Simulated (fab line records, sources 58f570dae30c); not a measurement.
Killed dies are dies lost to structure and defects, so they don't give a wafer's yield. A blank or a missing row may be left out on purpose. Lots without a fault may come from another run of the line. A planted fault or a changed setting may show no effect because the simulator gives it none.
Chamber matching | flow berkeley_cmos170 | UCB170_GATE_ETCH_14 on rie_diel-02: 4 sister chambers
The step etches BARC in N2/H2. 14 wafers are shown with their chamber, then 7 later ones without.

WAFERS WITH THEIR CHAMBER
wafer  | chamber | throttle_valve_pct (%) | oes_product_au (a.u.) | h2_flow_sccm (sccm)
L263.2 | 0       | 13.22                  | 1.019                 | 200.1
L263.4 | 3       | 13.40                  | 1.017                 | 201.3
L263.6 | 2       | 13.07                  | 0.977                 | 200.3
L264.1 | 0       | 13.20                  | 1.021                 | 199.8
L264.4 | 3       | 13.40                  | 1.014                 | 199.4
L264.5 | 2       | 13.09                  | 0.971                 | 200.5
L265.3 | 1       | 13.35                  | 0.967                 | 198.8
L265.4 | 2       | 13.08                  | 0.979                 | 200.6
L265.5 | 2       | 13.08                  | 0.971                 | 201.2
L276.1 | 0       | 13.23                  | 1.020                 | 201.4
L276.5 | 0       | 13.22                  | 1.019                 | 199.5
L276.6 | 2       | 13.08                  | 0.978                 | 200.7
L280.3 | 0       | 13.23                  | 1.018                 | 200.2
L280.4 | 3       | 13.38                  | 1.022                 | 199.3

SIGNATURES (means of the wafers above)
reading            | chamber 0 | chamber 1 | chamber 2 | chamber 3 | scatter within a chamber
throttle_valve_pct | 13.2200   | 13.3500   | 13.0800   | 13.3933   | 0.0103
oes_product_au     | 1.01940   | 0.96700   | 0.97520   | 1.01767   | 0.00314
h2_flow_sccm       | 200.200   | 198.800   | 200.660   | 200.000   | 0.714
Rule: a wafer's distance from a chamber is the root of the sum, over the readings, of the square of ((its reading less the chamber's mean) divided by the reading's scatter). The wafer belongs to the nearest chamber; if the next one is less than 2 further off, it can't be placed. The scatter: the root of (the sum of the squares of (reading less its chamber's mean) over the shown wafers, divided by (wafers less chambers)).

WAFERS WITHOUT THEIR CHAMBER
wafer  | throttle_valve_pct (%) | oes_product_au (a.u.) | h2_flow_sccm (sccm)
L280.5 | 13.07                  | 0.973                 | 200.1
L284.2 | 13.08                  | 0.978                 | 199.6
L284.4 | 13.20                  | 1.012                 | 200.0
L284.6 | 13.08                  | 0.971                 | 200.0
L286.1 | 13.09                  | 0.983                 | 199.7
L286.2 | 13.23                  | 1.012                 | 200.0
L286.5 | 13.06                  | 0.982                 | 198.3

WHICH CHAMBER EACH WENT THROUGH
wafer  | from the rows above | in truth
L280.5 | 2                   | 2
L284.2 | 2                   | 2
L284.4 | 0                   | 0
L284.6 | 2                   | 2
L286.1 | 2                   | 2
L286.2 | 0                   | 0
L286.5 | 2                   | 2
Placed correctly: 7 of 7. Can't be placed from these rows: 0. Placed wrongly: 0.
